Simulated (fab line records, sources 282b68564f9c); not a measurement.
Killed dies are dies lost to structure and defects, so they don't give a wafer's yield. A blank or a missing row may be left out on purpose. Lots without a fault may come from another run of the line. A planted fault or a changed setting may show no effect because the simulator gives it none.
fab line records | flow rit_cmos | part 2 of 2: steps 42 to 43 of 43
record lots=6 wafers=18 last_day=6
route steps=202 shown SDANNEAL@155 PSD@157 NSD@158 PLDD@159 NLDD@160 SILICIDE@161 CONTACT@168 M1@184
lots that met no fault: from a run of the same line without faults
start_h: hours from the record's first day to the start of the lot's first wafer shown | wait_h: hours since the lot's step before | " the same as in the row above | L1.1+2: a row that stands for several wafers | - no value, or no start given | * or withheld: withheld | < > ~ a bound
route shown NAME@n: a module of which the file shows steps, and the number in the route of the first | usual: mean/standard deviation of fault-free wafers | same: alike in all rows | chamber/n: place in a boat | sites: the reading at each site | _std_site: their standard deviation | _edge_site: outer sites' mean less inner sites' | radius_mm: how far each site lies from the wafer's centre | mask NAME#n: copy n | behind: the tool/chamber that last shaped the wafer | hold: why the lot was held/for how many hours/how that ended | device: the transistor (n, p or np) that didn't switch | end of line: the same wafers' tests at the end of the route | a step without rows: its recipe alone | killed: dies lost to structure and defects at the first sort, not the wafer's yield | map: a wafer's dies, x killed, . not, _ none there
set.NAME: the setting as run; set.NAME@STEP: as run at that earlier step | model.NAME: the simulator's own value behind a step, which no gauge read
lots at some steps of the route; a table a step, a row a wafer
services: from which hour (start_h, from the record's first day; less than 0 if before it) a tool's chamber was out of use, for how many hours, and why
## steps
# step RIT_M1_METAL_ETCH_12
# recipe stop_on=SiO2 chemistry=Cl2/BCl3 target=Al time_s=165 over_etch_frac=0.5 pressure_mtorr=100 target_depth_a=6000 rf_w=250 Cl2_flow_sccm=60 bcl3_flow_sccm=50
# usual drypump_motor_current_A=5.50/0.26 he_backside_leak_sccm=3.28/0.25 oes_product_au=0.781/0.015 rf_fwd_power_W=249.3/0.81 throttle_valve_pct=8.16/0.11
# columns lot.wafer tool chamber start_h wait_h drypump_motor_current_A he_backside_leak_sccm oes_product_au rf_fwd_power_W rf_hours_counter_h throttle_valve_pct
L264.1 rie_metal-02 1 63.62 0.2 5.57 3.31 0.770 250.1 1 8.28
L264.3 " 0 " " 5.23 3.35 0.783 248.8 - 8.08
L264.4 " 1 " " 5.58 3.18 0.776 249.3 - 8.27
L267.1 rie_metal-02 1 80.39 0.2 5.57 3.13 0.776 250.4 1 8.27
L267.2 " 0 " " 5.22 3.24 0.786 248.4 1 8.09
L267.6 " 0 " " 5.22 3.47 0.787 248.4 - 8.09
L272.1 rie_metal-03 0 102.34 0.2 5.34 3.55 0.804 249.4 4 8.08
L272.3 " 0 " " 5.35 3.44 0.786 249.2 - 8.10
L272.4 " 1 " " 6.06 3.41 0.758 248.9 - 8.00
L274.2 rie_metal-01 1 114.89 0.2 5.48 3.11 0.799 249.1 38 8.32
L274.3 " 1 " " 5.52 3.10 0.786 249.6 - 8.31
L274.5 " 0 " " 5.40 3.32 0.787 250.1 - 8.20
L277.1 rie_metal-01 1 130.66 0.2 5.50 3.16 0.810 248.4 38 8.33
L277.2 " 0 " " 5.38 3.16 0.791 248.0 34 8.21
L277.6 " 0 " " 5.38 2.90 0.791 248.6 - 8.19
L279.2 rie_metal-02 0 142.18 0.2 5.20 3.13 0.781 250.4 1 8.11
L279.3 " 0 " " 5.20 3.23 0.773 248.9 - 8.10
L279.6 " 1 " " 5.55 3.09 0.779 247.8 - 8.27
# step RIT_M1_PROBE_99
# usual killed_at_contacts=0.1/0.25 killed_at_front_end=6/3.1 killed_dies=6/3.1 killed_open=2.9/2 killed_short=3.3/2
# same gross_dies=264 killed_at_M0_to_M3=0 killed_at_M4_up=0 killed_at_back_side=0 killed_at_other=0
# columns lot.wafer tool chamber start_h wait_h killed_at_contacts killed_at_front_end killed_dies killed_open killed_short model.etest.npoly_sal.rs_ohm_sq model.etest.ppoly_sal.rs_ohm_sq model.etest.pplus_sal.rs_ohm_sq model.etest.nplus_sal.rs_ohm_sq model.etest.pplus_sal.line_ohm_um model.etest.nplus_sal.line_ohm_um model.etest.contact_pplus.rc_ohm model.etest.contact_nplus.rc_ohm
L264.1 prober-01 - 65.87 0.1 0 3 3 1 2 4.275 4.246 4.275 4.255 1.223 1.231 1.388 1.389
L264.3 prober-01 - 65.97 0.2 0 6 6 5 1 4.275 4.255 4.226 4.223 1.231 1.225 1.318 1.362
L264.4 prober-01 - 66.02 0.2 0 7 7 3 4 4.334 4.299 4.318 4.273 1.22 1.218 1.391 1.382
L267.1 prober-02 - 82.65 0.1 0 12 12 7 5 4.304 4.297 4.268 4.288 1.243 1.211 1.401 1.349
L267.2 prober-02 - 82.70 0.1 0 7 7 5 2 4.283 4.255 4.236 4.23 1.214 1.211 1.407 1.412
L267.6 prober-02 - 82.90 0.2 0 14 14 7 7 4.305 4.229 4.264 4.257 1.216 1.214 1.35 1.306
L272.1 prober-01 - 105.46 0.1 0 9 9 5 4 4.6 4.629 4.588 4.607 1.337 1.318 1.477 1.477
L272.3 prober-01 - 105.56 0.2 0 6 6 1 5 4.561 4.544 4.557 4.515 1.31 1.323 1.48 1.441
L272.4 prober-01 - 105.61 0.2 0 5 5 1 4 4.568 4.556 4.542 4.537 1.277 1.276 1.423 1.434
L274.2 prober-01 - 117.19 0.1 0 10 10 4 6 4.563 4.545 4.551 4.512 1.292 1.296 1.429 1.492
L274.3 prober-01 - 117.24 0.2 1 6 7 3 4 4.553 4.564 4.541 4.52 1.29 1.3 1.468 1.396
L274.5 prober-01 - 117.34 0.2 0 11 11 4 7 4.564 4.533 4.561 4.532 1.308 1.301 1.405 1.395
L277.1 prober-02 - 132.92 0.1 0 8 8 5 3 4.233 4.202 4.223 4.216 1.212 1.212 1.328 1.352
L277.2 prober-02 - 132.97 0.1 0 11 11 5 6 4.196 4.133 4.176 4.161 1.208 1.211 1.341 1.357
L277.6 prober-02 - 133.17 0.2 0 9 9 2 6 4.189 4.157 4.162 4.182 1.194 1.198 1.338 1.353
L279.2 prober-02 - 144.48 0.1 0 3 3 2 1 4.202 4.194 4.197 4.18 1.216 1.201 1.356 1.388
L279.3 prober-02 - 144.53 0.2 0 9 9 3 6 4.212 4.206 4.203 4.197 1.211 1.198 1.383 1.409
L279.6 prober-02 - 144.68 0.2 0 5 5 3 2 4.297 4.223 4.254 4.241 1.231 1.211 1.402 1.356
# killed by level:class
L264.1 GATE:geometric_particle:short=2 GATE:geometric_particle:open=1
L264.3 GATE:geometric_particle:open=2 ACTIVE:geometric_particle:open=1 FOX2:geometric_particle:open=1 SPACER:geometric_particle:short=1 SILICIDE:geometric_particle:open=1
L264.4 GATE:geometric_particle:short=2 SILICIDE:geometric_particle:open=2 FOX1:geometric_particle:short=1 GATE:geometric_particle:open=1 SILICIDE:geometric_particle:short=1
L267.1 GATE:geometric_particle:short=4 FOX1:geometric_particle:open=3 GATE:geometric_particle:open=3 FOX1:geometric_particle:short=1 SPACER:geometric_particle:open=1
L267.2 SILICIDE:geometric_particle:open=2 FOX1:geometric_particle:short=1 FOX1:geometric_particle:open=1 GATE:geometric_particle:open=1 REOX:geometric_particle:open=1 SILICIDE:geometric_particle:short=1
L267.6 SILICIDE:geometric_particle:short=4 FOX1:geometric_particle:open=3 GATE:geometric_particle:short=2 FOX1:geometric_particle:short=1 FOX2:geometric_particle:open=1 GATE:geometric_particle:open=1 REOX:geometric_particle:open=1 SILICIDE:geometric_particle:open=1
L272.1 GATE:geometric_particle:short=3 GATE:geometric_particle:open=2 FOX1:geometric_particle:open=1 FOX2:geometric_particle:open=1 REOX:geometric_particle:short=1 SPACER:geometric_particle:open=1
L272.3 SPACER:geometric_particle:short=2 FOX2:geometric_particle:short=1 FOX2:geometric_particle:open=1 GATE:geometric_particle:short=1 REOX:geometric_particle:short=1
L272.4 REOX:geometric_particle:short=2 FOX1:geometric_particle:short=1 GATE:geometric_particle:open=1 SPACER:geometric_particle:short=1
L274.2 GATE:geometric_particle:open=3 GATE:geometric_particle:short=2 REOX:geometric_particle:short=2 REOX:geometric_particle:open=1 SPACER:geometric_particle:short=1 SILICIDE:geometric_particle:short=1
L274.3 FOX1:geometric_particle:open=1 FOX2:geometric_particle:short=1 GATE:geometric_particle:open=1 GATE:geometric_particle:short=1 SPACER:geometric_particle:short=1 SILICIDE:geometric_particle:short=1 CONTACT:geometric_particle:open=1
L274.5 GATE:geometric_particle:short=4 GATE:geometric_particle:open=2 FOX1:geometric_particle:short=1 REOX:geometric_particle:open=1 SPACER:geometric_particle:short=1 SILICIDE:geometric_particle:open=1 SILICIDE:geometric_particle:short=1
L277.1 FOX1:geometric_particle:open=2 GATE:geometric_particle:open=2 FOX2:geometric_particle:short=1 GATE:geometric_particle:short=1 SILICIDE:geometric_particle:open=1 SILICIDE:geometric_particle:short=1
L277.2 SPACER:geometric_particle:short=3 FOX1:geometric_particle:open=2 SILICIDE:geometric_particle:short=2 GATE:geometric_particle:short=1 GATE:geometric_particle:open=1 SPACER:geometric_particle:open=1 SILICIDE:geometric_particle:open=1
L277.6 FOX1:geometric_particle:short=2 GATE:geometric_particle:open=2 REOX:geometric_particle:short=2 GATE:geometric_particle:short=1 SPACER:geometric_particle:short=1 ACTIVE:coat_microbubble_printed=1
L279.2 FOX1:geometric_particle:open=1 GATE:geometric_particle:short=1 SILICIDE:geometric_particle:open=1
L279.3 GATE:geometric_particle:short=2 SILICIDE:geometric_particle:short=2 FOX1:geometric_particle:open=1 FOX1:geometric_particle:short=1 REOX:geometric_particle:open=1 REOX:geometric_particle:short=1 SILICIDE:geometric_particle:open=1
L279.6 GATE:geometric_particle:open=3 GATE:geometric_particle:short=2
## services
# columns tool chamber start_h hours kind
rie_diel-01 0 35.94 40.7 repair
rie_diel-02 0 51.74 13.6 repair
rie_metal-03 1 52.90 10.5 repair
rie_metal-02 - 73.94 0.8 repair
pvd_sputter-03 - 75.64 2.5 repair
rie_metal-02 - 82.15 1.3 repair
rie_diel-01 1 86.71 - clean
rie_diel-01 1 86.71 - consumable_replace:esc
rie_diel-01 1 86.71 20.6 scheduled_down
rie_diel-01 1 86.71 20.6 vent_cycle
rie_diel-01 2 114.80 1.8 repair
rie_metal-01 - 136.12 20.0 pm
rie_metal-01 0 136.12 20.0 vent_cycle
rie_metal-01 1 136.12 20.0 vent_cycle
## key
first_sign none at tools or gauges
model_effect step=RIT_M1_PROBE_99 value=etest.npoly_sal.rs_ohm_sq without=4.202 struck=4.568
met_at RIT_SILICIDE_RTA_06
struck_wafers L272.1,L272.3,L272.4,L274.2,L274.3,L274.5
tester_left_out L272,L274
onset_between 59.43 98.04
also_fits RIT_SILICIDE_RTA_04:rtp_anneal-01,RIT_M1_SPUTTER_00:pvd_sputter-01
fault kind=process_parameter_drift tool=rtp_anneal-02 chamber=- onset_h=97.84 steps=RIT_SILICIDE_RTA_06 channel=time_s offset=* shape=step end_h=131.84 acts_in=* stated=*
# tester_left_out: of these lots the tester's yield and bins aren't shown, on N5 and GAA mostly nor the transistor test; their killed dies are dies lost to structure and defects alone, not to doping, threshold or leakage, so they don't give the yield
